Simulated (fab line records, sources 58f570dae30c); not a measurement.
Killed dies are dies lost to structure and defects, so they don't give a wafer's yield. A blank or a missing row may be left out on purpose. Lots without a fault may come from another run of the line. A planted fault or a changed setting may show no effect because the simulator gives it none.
fab line records | flow berkeley_cmos170
record lots=5 wafers=15 last_day=13
route steps=331 shown PLDD@147 NLDD@158 SPACER@171
lots that met no fault: from a run of the same line without faults
start_h: hours from the record's first day to the start of the lot's first wafer shown | wait_h: hours since the lot's step before | " the same as in the row above | L1.1+2: a row that stands for several wafers | - no value, or no start given | * or withheld: withheld | < > ~ a bound
route shown NAME@n: a module of which the file shows steps, and the number in the route of the first | usual: mean/standard deviation of fault-free wafers | same: alike in all rows | chamber/n: place in a boat | sites: the reading at each site | _std_site: their standard deviation | _edge_site: outer sites' mean less inner sites' | radius_mm: how far each site lies from the wafer's centre | mask NAME#n: copy n | behind: the tool/chamber that last shaped the wafer | hold: why the lot was held/for how many hours/how that ended | device: the transistor (n, p or np) that didn't switch | end of line: the same wafers' tests at the end of the route | a step without rows: its recipe alone | killed: dies lost to structure and defects at the first sort, not the wafer's yield | map: a wafer's dies, x killed, . not, _ none there
set.NAME: the setting as run; set.NAME@STEP: as run at that earlier step | model.NAME: the simulator's own value behind a step, which no gauge read
lots at some steps of the route; a table a step, a row a wafer
services: from which hour (start_h, from the record's first day; less than 0 if before it) a tool's chamber was out of use, for how many hours, and why
## steps
# step UCB170_PLDD_SOFTBAKE_02
# recipe resist=KrF temp_c=130 time_s=60
# usual exhaust_pa=44.9/0.92 heater_power_total_W=56.80/0.045 resist_line_temp_C=22.99/0.098
# columns lot.wafer tool chamber start_h wait_h exhaust_pa heater_power_total_W resist_line_temp_C
L077.2 litho_track-01 0 176.49 0.1 45.9 56.81 22.88
L077.4 " 0 " " 44.4 56.79 22.99
L077.6 " 0 " " 45.9 56.85 22.83
L081.1 litho_track-04 0 187.13 0.1 44.1 56.73 22.91
L081.3 " 0 " " 45.7 56.84 22.87
L081.4 " 0 " " 44.7 56.78 22.98
L083.1 litho_track-04 0 205.69 0.1 43.4 56.81 22.88
L083.3 " 0 " " 44.4 56.76 22.95
L083.6 " 0 " " 44.7 56.84 23.10
L094.3 litho_track-03 0 259.40 0.1 44.3 56.82 23.06
L094.4 " 0 " " 44.9 56.81 22.93
L094.6 " 0 " " 45.6 56.87 22.94
L095.4 litho_track-03 0 269.17 0.1 44.8 56.80 23.02
L095.5 " 0 " " 44.6 56.86 22.98
L095.6 " 0 " " 46.5 56.79 22.96
# step UCB170_PLDD_EXPOSE_03
# recipe mask_id=PSELECT na=0.5 sigma_outer=0.6 source_shape=conventional target_cd_nm=1200 dose_mj=29.64
# same na=0.5
# columns lot.wafer tool chamber start_h wait_h mask
L077.2+4+6 krf_scanner-01 0 176.80 0.3 PSELECT#0
L081.1+3+4 krf_scanner-02 0 187.40 0.2 PSELECT#0
L083.1+3+6 krf_scanner-01 0 205.84 0.1 PSELECT#0
L094.3+4+6 krf_scanner-02 0 259.66 0.2 PSELECT#0
L095.4+5+6 krf_scanner-01 0 269.43 0.2 PSELECT#0
# step UCB170_PLDD_PEB_04
# recipe peb_temp_c=130 peb_time_s=withheld resist=KrF
# usual exhaust_pa=45.0/0.89 heater_power_total_W=56.80/0.041 resist_line_temp_C=22.99/0.11
# columns lot.wafer tool chamber start_h wait_h exhaust_pa heater_power_total_W resist_line_temp_C
L077.2 litho_track-04 0 176.99 0.2 45.5 56.86 23.06
L077.4 " 0 " " 43.7 56.76 22.97
L077.6 " 0 " " 45.3 56.85 23.02
L081.1 litho_track-04 0 187.73 0.3 44.5 56.84 22.98
L081.3 " 0 " " 45.1 56.77 23.05
L081.4 " 0 " " 45.4 56.81 22.92
L083.1 litho_track-03 0 205.96 0.1 46.7 56.81 22.82
L083.3 " 0 " " 45.8 56.80 22.98
L083.6 " 0 " " 45.7 56.85 22.86
L094.3 litho_track-04 0 259.80 0.1 44.4 56.85 23.02
L094.4 " 0 " " 45.9 56.85 23.04
L094.6 " 0 " " 44.6 56.79 22.89
L095.4 litho_track-01 0 269.72 0.3 45.1 56.88 23.07
L095.5 " 0 " " 44.6 56.76 23.04
L095.6 " 0 " " 44.5 56.84 23.12
# step UCB170_PLDD_DEVELOP_05
# recipe developer=TMAH develop_time_s=45 resist=KrF dev_temp_c=21
# usual exhaust_pa=44.8/0.82 resist_line_temp_C=23.00/0.099
# columns lot.wafer tool chamber start_h wait_h exhaust_pa resist_line_temp_C
L077.2 litho_track-04 0 - - 44.3 22.90
L077.4 " 0 " " 43.9 22.97
L077.6 " 0 " " 43.8 23.00
L081.1 litho_track-04 0 - - 45.2 22.84
L081.3 " 0 " " 45.3 23.07
L081.4 " 0 " " 45.1 22.91
L083.1 litho_track-03 0 - - 46.1 22.92
L083.3 " 0 " " 45.3 23.00
L083.6 " 0 " " 45.6 22.84
L094.3 litho_track-04 0 - - 45.1 22.82
L094.4 " 0 " " 45.2 22.98
L094.6 " 0 " " 45.7 22.89
L095.4 litho_track-01 0 - - 44.5 23.03
L095.5 " 0 " " 45.1 22.90
L095.6 " 0 " " 45.7 22.93
# step UCB170_PLDD_CD_MEAS_06
# recipe target_cd_nm=1200
# usual cd_nm=1199.3/1.3
# columns lot.wafer tool chamber start_h wait_h cd_nm
L077.2 cd_sem-02 - 177.26 - 1199.3
L077.4 " - " " 1200.9
L077.6 " - " " 1198.6
L081.1 cd_sem-01 - 188.00 - 1197.2
L081.3 " - " " 1198.0
L081.4 " - " " 1199.0
L083.1 cd_sem-01 - 206.23 - 1200.6
L083.3 " - " " 1200.8
L083.6 " - " " 1201.5
L094.3 cd_sem-02 - 260.07 - 1199.8
L094.4 " - " " 1198.6
L094.6 " - " " 1199.6
L095.4 cd_sem-01 - 269.98 - 1198.5
L095.5 " - " " 1199.2
L095.6 " - " " 1198.7
# step UCB170_PLDD_OVL_MEAS_07
# usual PLDD_OVL=-4/5.3
# columns lot.wafer tool chamber start_h wait_h PLDD_OVL[nm]
L077.2 overlay-02 - 177.36 0.1 -8
L077.4 " - " " -12
L077.6 " - " " -5
L081.1 overlay-01 - 188.12 0.1 8
L081.3 " - " " 1
L081.4 " - " " 7
L083.1 overlay-02 - 206.35 0.1 -9
L083.3 " - " " -10
L083.6 " - " " -11
L094.3 overlay-01 - 260.16 0.1 -11
L094.4 " - " " -7
L094.6 " - " " -9
L095.4 overlay-01 - 270.06 0.1 0
L095.5 " - " " -4
L095.6 " - " " -2
# step UCB170_PLDD_IMPLANT_08
# recipe species=BF2 dose_cm2=5e+13 energy_kev=10 tilt_deg=7 rotation_deg=0
# columns lot.wafer tool chamber start_h wait_h
L077.2+4+6 implanter-01 0 177.42 0.0
L081.1+3+4 implanter-02 0 188.16 0.0
L083.1+3+6 implanter-03 0 206.39 0.0
L094.3+4+6 implanter-03 0 260.24 0.1
L095.4+5+6 implanter-01 0 270.15 0.1
# step UCB170_PLDD_IMPLANT_09
# recipe species=BF2 dose_cm2=5e+13 energy_kev=10 tilt_deg=7 rotation_deg=180
# columns lot.wafer tool chamber start_h wait_h
L077.2+4+6 implanter-01 0 177.57 0.1
L081.1+3+4 implanter-02 0 188.31 0.1
L083.1+3+6 implanter-03 0 206.54 0.1
L094.3+4+6 implanter-03 0 260.39 0.1
L095.4+5+6 implanter-01 0 270.30 0.1
# step UCB170_PLDD_STRIP_10
# recipe chemistry=O2 power_w=400 pressure_mtorr=3500 platen_temp_c=withheld o2_flow_sccm=400 overash_fraction=0.5
# usual drypump_motor_current_A=5.85/0.27 o2_flow_sccm=400.3/1.3 oes_product_au=0.734/0.0043 strip_time_to_endpoint_s=21.64/0.059
# columns lot.wafer tool chamber start_h wait_h drypump_motor_current_A o2_flow_sccm oes_product_au rf_hours_counter_h strip_time_to_endpoint_s
L077.2 plasma_asher-03 0 177.69 0.1 5.78 401.5 0.733 47 21.64
L077.4 " 1 " " 5.58 398.4 0.731 - 21.63
L077.6 " 1 " " 5.59 399.5 0.731 - 21.64
L081.1 plasma_asher-04 0 188.46 0.1 6.32 401.0 0.736 43 21.64
L081.3 " 1 " " 5.94 400.4 0.729 - 21.66
L081.4 " 0 " " 6.30 399.2 0.728 - 21.61
L083.1 plasma_asher-01 1 206.69 0.1 5.50 397.7 0.733 9 21.65
L083.3 " 1 " " 5.53 398.4 0.731 - 21.69
L083.6 " 1 " " 5.53 398.4 0.744 - 21.71
L094.3 plasma_asher-03 0 260.52 0.1 5.81 397.2 0.736 - 21.63
L094.4 " 1 " " 5.53 398.8 0.732 - 21.70
L094.6 " 1 " " 5.52 401.0 0.727 - 21.71
L095.4 plasma_asher-03 1 270.41 0.1 5.53 398.8 0.737 - 21.54
L095.5 " 1 " " 5.53 400.0 0.741 - 21.49
L095.6 " 0 " " 5.78 398.8 0.733 - 21.58
# step UCB170_PLDD_TW_MEAS_11
# usual PLDD_TW=1006/9.5
# columns lot.wafer tool chamber start_h wait_h PLDD_TW
L077.2 film_metro-03 - 177.80 0.1 1004
L077.4 " - " " 993
L077.6 " - " " 997
L081.1 film_metro-04 - 188.56 0.1 1017
L081.3 " - " " 1014
L081.4 " - " " 1013
L083.1 film_metro-03 - 206.79 0.1 993
L083.3 " - " " 989
L083.6 " - " " 992
L094.3 film_metro-02 - 260.66 0.1 1009
L094.4 " - " " 1011
L094.6 " - " " 1006
L095.4 film_metro-04 - 270.51 0.1 1013
L095.5 " - " " 1013
L095.6 " - " " 1011
# step UCB170_PLDD_CLEAN_12
# recipe chemistry=SPM temp_c=120 time_s=600
# columns lot.wafer tool chamber start_h wait_h
L077.2+4+6 wet_bench-04 3 177.85 0.0
L081.1+3+4 wet_bench-01 3 188.62 0.1
L083.1+3+6 wet_bench-01 0 206.85 0.1
L094.3+4+6 wet_bench-02 0 260.70 0.0
L095.4+5+6 wet_bench-02 3 270.54 0.0
# step UCB170_NLDD_HMDS_00
# recipe prime_time_s=60 prime_temp_c=100
# usual exhaust_pa=45.1/0.92 resist_line_temp_C=22.99/0.1
# columns lot.wafer tool chamber start_h wait_h exhaust_pa resist_line_temp_C
L077.2 litho_track-04 0 178.25 0.2 46.9 23.12
L077.4 " 0 " " 46.2 23.05
L077.6 " 0 " " 46.4 23.12
L081.1 litho_track-02 0 189.48 0.7 43.5 23.00
L081.3 " 0 " " 43.6 23.00
L081.4 " 0 " " 45.9 22.92
L083.1 litho_track-02 0 207.02 0.0 44.7 22.89
L083.3 " 0 " " 45.1 23.00
L083.6 " 0 " " 45.4 23.08
L094.3 litho_track-02 0 260.92 0.1 45.5 22.82
L094.4 " 0 " " 44.9 22.77
L094.6 " 0 " " 45.6 22.59
L095.4 litho_track-01 0 270.88 0.1 43.3 23.06
L095.5 " 0 " " 44.9 22.91
L095.6 " 0 " " 42.8 23.05
# step UCB170_NLDD_COAT_01
# recipe resist=KrF spin_rpm=1500 resist_thk_nm=900
# usual exhaust_pa=45.0/0.89 resist_line_temp_C=23.01/0.11
# columns lot.wafer tool chamber start_h wait_h exhaust_pa resist_line_temp_C
L077.2 litho_track-04 0 178.40 0.1 45.1 23.08
L077.4 " 0 " " 44.9 23.15
L077.6 " 0 " " 44.7 22.99
L081.1 litho_track-02 0 189.63 0.1 44.3 23.05
L081.3 " 0 " " 44.3 23.08
L081.4 " 0 " " 45.1 23.00
L083.1 litho_track-02 0 207.17 0.1 45.0 23.02
L083.3 " 0 " " 46.3 23.00
L083.6 " 0 " " 44.7 22.99
L094.3 litho_track-02 0 261.07 0.1 44.5 23.14
L094.4 " 0 " " 44.8 22.95
L094.6 " 0 " " 45.3 23.12
L095.4 litho_track-01 0 271.03 0.1 44.1 22.91
L095.5 " 0 " " 45.1 22.92
L095.6 " 0 " " 45.1 22.90
# step UCB170_NLDD_SOFTBAKE_02
# recipe resist=KrF temp_c=130 time_s=60
# usual exhaust_pa=45.1/0.91 heater_power_total_W=56.80/0.044 resist_line_temp_C=22.98/0.1
# columns lot.wafer tool chamber start_h wait_h exhaust_pa heater_power_total_W resist_line_temp_C
L077.2 litho_track-04 0 178.55 0.1 45.7 56.84 22.79
L077.4 " 0 " " 44.7 56.80 22.85
L077.6 " 0 " " 44.5 56.87 22.87
L081.1 litho_track-02 0 189.78 0.1 44.5 56.84 22.99
L081.3 " 0 " " 44.0 56.76 23.03
L081.4 " 0 " " 44.8 56.82 23.02
L083.1 litho_track-02 0 207.32 0.1 46.0 56.95 22.95
L083.3 " 0 " " 45.8 56.82 22.98
L083.6 " 0 " " 45.9 56.83 22.92
L094.3 litho_track-02 0 261.22 0.1 46.1 56.77 23.04
L094.4 " 0 " " 44.3 56.79 22.83
L094.6 " 0 " " 45.5 56.78 22.89
L095.4 litho_track-01 0 271.18 0.1 45.6 56.85 22.92
L095.5 " 0 " " 45.6 56.83 22.88
L095.6 " 0 " " 45.0 56.77 22.79
# step UCB170_NLDD_EXPOSE_03
# recipe mask_id=NSELECT na=0.5 sigma_outer=0.6 source_shape=conventional target_cd_nm=1200 dose_mj=30
# same na=0.5
# columns lot.wafer tool chamber start_h wait_h mask
L077.2+4+6 krf_scanner-01 0 178.81 0.2 NSELECT#0
L081.1+3+4 krf_scanner-01 0 189.93 0.1 NSELECT#0
L083.1+3+6 krf_scanner-02 0 207.47 0.1 NSELECT#0
L094.3+4+6 krf_scanner-01 0 261.49 0.2 NSELECT#0
L095.4+5+6 krf_scanner-02 0 271.31 0.1 NSELECT#0
# step UCB170_NLDD_PEB_04
# recipe peb_temp_c=130 peb_time_s=withheld resist=KrF
# usual exhaust_pa=45.0/0.87 heater_power_total_W=56.81/0.039 resist_line_temp_C=22.98/0.11
# columns lot.wafer tool chamber start_h wait_h exhaust_pa heater_power_total_W resist_line_temp_C
L077.2 litho_track-01 0 178.94 0.1 45.0 56.78 22.73
L077.4 " 0 " " 46.8 56.80 22.98
L077.6 " 0 " " 46.1 56.80 22.72
L081.1 litho_track-04 0 190.63 0.7 43.8 56.79 22.99
L081.3 " 0 " " 43.4 56.82 23.16
L081.4 " 0 " " 43.6 56.85 23.22
L083.1 litho_track-01 0 207.89 0.4 44.5 56.78 22.90
L083.3 " 0 " " 44.8 56.80 22.93
L083.6 " 0 " " 45.0 56.77 22.82
L094.3 litho_track-01 0 261.61 0.1 44.7 56.81 23.04
L094.4 " 0 " " 44.3 56.81 23.05
L094.6 " 0 " " 43.9 56.83 23.03
L095.4 litho_track-04 0 271.70 0.4 44.0 56.74 23.04
L095.5 " 0 " " 46.2 56.80 23.03
L095.6 " 0 " " 44.4 56.85 23.05
# step UCB170_NLDD_DEVELOP_05
# recipe developer=TMAH develop_time_s=45 resist=KrF dev_temp_c=21
# usual exhaust_pa=45.0/0.81 resist_line_temp_C=23.00/0.1
# columns lot.wafer tool chamber start_h wait_h exhaust_pa resist_line_temp_C
L077.2 litho_track-01 0 - - 45.8 22.99
L077.4 " 0 " " 45.3 23.03
L077.6 " 0 " " 45.3 23.09
L081.1 litho_track-04 0 - - 46.6 23.00
L081.3 " 0 " " 46.0 23.12
L081.4 " 0 " " 45.0 23.11
L083.1 litho_track-01 0 - - 45.2 23.00
L083.3 " 0 " " 45.9 22.90
L083.6 " 0 " " 44.4 22.95
L094.3 litho_track-01 0 - - 45.3 23.03
L094.4 " 0 " " 44.7 23.10
L094.6 " 0 " " 43.9 22.86
L095.4 litho_track-04 0 - - 44.9 22.95
L095.5 " 0 " " 44.2 22.97
L095.6 " 0 " " 45.5 23.03
# step UCB170_NLDD_CD_MEAS_06
# recipe target_cd_nm=1200
# usual cd_nm=1200.2/1.8
# columns lot.wafer tool chamber start_h wait_h cd_nm
L077.2 cd_sem-02 - 179.21 - 1197.4
L077.4 " - " " 1196.8
L077.6 " - " " 1195.5
L081.1 cd_sem-02 - 190.90 - 1197.8
L081.3 " - " " 1198.6
L081.4 " - " " 1199.7
L083.1 cd_sem-02 - 208.16 - 1199.2
L083.3 " - " " 1200.7
L083.6 " - " " 1200.2
L094.3 cd_sem-02 - 261.88 - 1200.4
L094.4 " - " " 1200.6
L094.6 " - " " 1199.4
L095.4 cd_sem-02 - 271.96 - 1201.5
L095.5 " - " " 1200.9
L095.6 " - " " 1202.8
# step UCB170_NLDD_OVL_MEAS_07
# usual NLDD_OVL=1/6.1
# columns lot.wafer tool chamber start_h wait_h NLDD_OVL[nm]
L077.2 overlay-01 - 179.31 0.1 0
L077.4 " - " " 7
L077.6 " - " " -2
L081.1 overlay-02 - 191.02 0.1 6
L081.3 " - " " -1
L081.4 " - " " 2
L083.1 overlay-01 - 208.28 0.1 7
L083.3 " - " " 5
L083.6 " - " " 3
L094.3 overlay-02 - 261.97 0.1 -10
L094.4 " - " " -14
L094.6 " - " " -13
L095.4 overlay-02 - 272.04 0.1 -5
L095.5 " - " " 4
L095.6 " - " " -1
# step UCB170_NLDD_IMPLANT_08
# recipe species=As dose_cm2=5e+13 energy_kev=29.47 tilt_deg=7 rotation_deg=0
# columns lot.wafer tool chamber start_h wait_h
L077.2+4+6 implanter-04 0 179.38 0.1
L081.1+3+4 implanter-04 0 191.06 0.0
L083.1+3+6 implanter-01 0 208.32 0.0
L094.3+4+6 implanter-02 0 262.04 0.1
L095.4+5+6 implanter-02 0 272.13 0.1
# step UCB170_NLDD_IMPLANT_09
# recipe species=As dose_cm2=5e+13 energy_kev=30 tilt_deg=7 rotation_deg=180
# columns lot.wafer tool chamber start_h wait_h
L077.2+4+6 implanter-04 0 179.53 0.1
L081.1+3+4 implanter-04 0 191.21 0.1
L083.1+3+6 implanter-01 0 208.47 0.1
L094.3+4+6 implanter-02 0 262.19 0.1
L095.4+5+6 implanter-02 0 272.28 0.1
# step UCB170_NLDD_STRIP_10
# recipe chemistry=O2 power_w=400 pressure_mtorr=3500 platen_temp_c=withheld o2_flow_sccm=400 overash_fraction=0.5
# usual drypump_motor_current_A=5.8/0.32 o2_flow_sccm=399.9/1.1 oes_product_au=0.734/0.0047 strip_time_to_endpoint_s=21.65/0.063
# columns lot.wafer tool chamber start_h wait_h drypump_motor_current_A o2_flow_sccm oes_product_au rf_hours_counter_h strip_time_to_endpoint_s
L077.2 plasma_asher-03 0 179.66 0.1 5.8 401.9 0.741 47 21.65
L077.4 " 1 " " 5.5 399.9 0.728 - 21.71
L077.6 " 1 " " 5.5 398.3 0.733 - 21.74
L081.1 plasma_asher-04 0 191.36 0.1 6.3 399.2 0.741 44 21.68
L081.3 " 0 " " 6.3 399.5 0.740 - 21.74
L081.4 " 1 " " 5.9 400.2 0.739 - 21.73
L083.1 plasma_asher-03 0 208.62 0.1 5.8 400.3 0.746 50 21.65
L083.3 " 1 " " 5.6 398.2 0.729 - 21.71
L083.6 " 1 " " 5.6 398.4 0.729 - 21.63
L094.3 plasma_asher-03 1 262.33 0.1 5.5 401.1 0.728 - 21.58
L094.4 " 0 " " 5.8 400.6 0.734 - 21.66
L094.6 " 0 " " 5.8 398.9 0.735 - 21.59
L095.4 plasma_asher-04 0 272.39 0.1 6.3 401.5 0.731 - 21.65
L095.5 " 0 " " 6.3 398.0 0.731 - 21.67
L095.6 " 1 " " 5.9 400.0 0.738 - 21.65
# step UCB170_NLDD_TW_MEAS_11
# usual NLDD_TW=2202/22
# columns lot.wafer tool chamber start_h wait_h NLDD_TW
L077.2 film_metro-04 - 179.77 0.1 2204
L077.4 " - " " 2213
L077.6 " - " " 2224
L081.1 film_metro-03 - 191.46 0.1 2174
L081.3 " - " " 2183
L081.4 " - " " 2188
L083.1 film_metro-02 - 208.72 0.1 2226
L083.3 " - " " 2227
L083.6 " - " " 2237
L094.3 film_metro-04 - 262.41 0.1 2208
L094.4 " - " " 2215
L094.6 " - " " 2209
L095.4 film_metro-03 - 272.51 0.1 2178
L095.5 " - " " 2157
L095.6 " - " " 2159
# step UCB170_NLDD_CLEAN_12
# recipe chemistry=SPM temp_c=120 time_s=600
# columns lot.wafer tool chamber start_h wait_h
L077.2+4+6 wet_bench-01 1 181.88 2.1
L081.1+3+4 wet_bench-01 0 191.52 0.1
L083.1+3+6 wet_bench-03 2 209.21 0.5
L094.3+4+6 wet_bench-03 0 262.45 0.0
L095.4+5+6 wet_bench-04 2 272.54 0.0
# step UCB170_SPACER_CVD_00
# recipe material=SiO2 target_thk_nm=376 temp_c=390 precursor=TEOS/O2 time_s=47 rf_w=550 pressure_mtorr=9000
# usual heater_power_w=306/48 pressure_mtorr=9002/18 rf_fwd_power_W=545.3/2.2
# columns lot.wafer tool chamber start_h wait_h heater_power_w pressure_mtorr rf_fwd_power_W
L077.2 pecvd-01 2 182.10 0.0 304 8974 544.4
L077.4 " 1 " " 359 9020 546.7
L077.6 " 0 " " 202 9014 548.0
L081.1 pecvd-04 1 191.69 0.0 277 9008 542.4
L081.3 " 2 " " 318 8984 548.8
L081.4 " 1 " " 287 9015 543.2
L083.1 pecvd-03 0 209.39 0.0 282 9022 544.3
L083.3 " 1 " " 391 9010 545.8
L083.6 " 2 " " 352 8989 543.2
L094.3 pecvd-04 2 262.64 0.0 346 8993 540.9
L094.4 " 0 " " 263 9004 547.1
L094.6 " 1 " " 318 9010 545.1
L095.4 pecvd-03 1 272.75 0.0 429 9008 545.0
L095.5 " 2 " " 290 9004 546.1
L095.6 " 0 " " 257 8987 545.8
# step UCB170_SPACER_THK_MEAS_01
# recipe reads=SiO2_of_SPACER_CVD_00
# usual SPACER_TEOS_THK=378/5.8
# columns lot.wafer tool chamber start_h wait_h SPACER_TEOS_THK[nm]
L077.2 film_metro-01 - 182.17 0.0 365
L077.4 " - " " 386
L077.6 " - " " 381
L081.1 film_metro-01 - 191.73 0.0 373
L081.3 " - " " 375
L081.4 " - " " 377
L083.1 film_metro-02 - 209.43 0.0 382
L083.3 " - " " 383
L083.6 " - " " 381
L094.3 film_metro-01 - 262.71 0.0 372
L094.4 " - " " 390
L094.6 " - " " 375
L095.4 film_metro-03 - 272.80 0.0 381
L095.5 " - " " 376
L095.6 " - " " 383
## services
# columns tool chamber start_h hours kind
krf_scanner-01 - 154.98 0.8 pm
implanter-01 - 162.12 8.3 pm
krf_scanner-02 - 238.67 1.3 pm
implanter-01 - 239.45 3.5 pm
pecvd-01 - 242.50 14.0 pm
pecvd-01 0 242.50 14.0 vent_cycle
pecvd-01 1 242.50 14.0 vent_cycle
pecvd-01 2 242.50 14.0 vent_cycle
krf_scanner-01 - 242.85 1.0 pm
implanter-04 - 254.44 2.7 pm
pecvd-01 0 256.50 - clean
pecvd-01 1 256.50 - clean
pecvd-01 2 256.50 - clean
plasma_asher-04 - 258.23 6.5 repair
krf_scanner-01 0 260.12 - calibration
krf_scanner-02 0 271.81 - calibration
## key
fault none
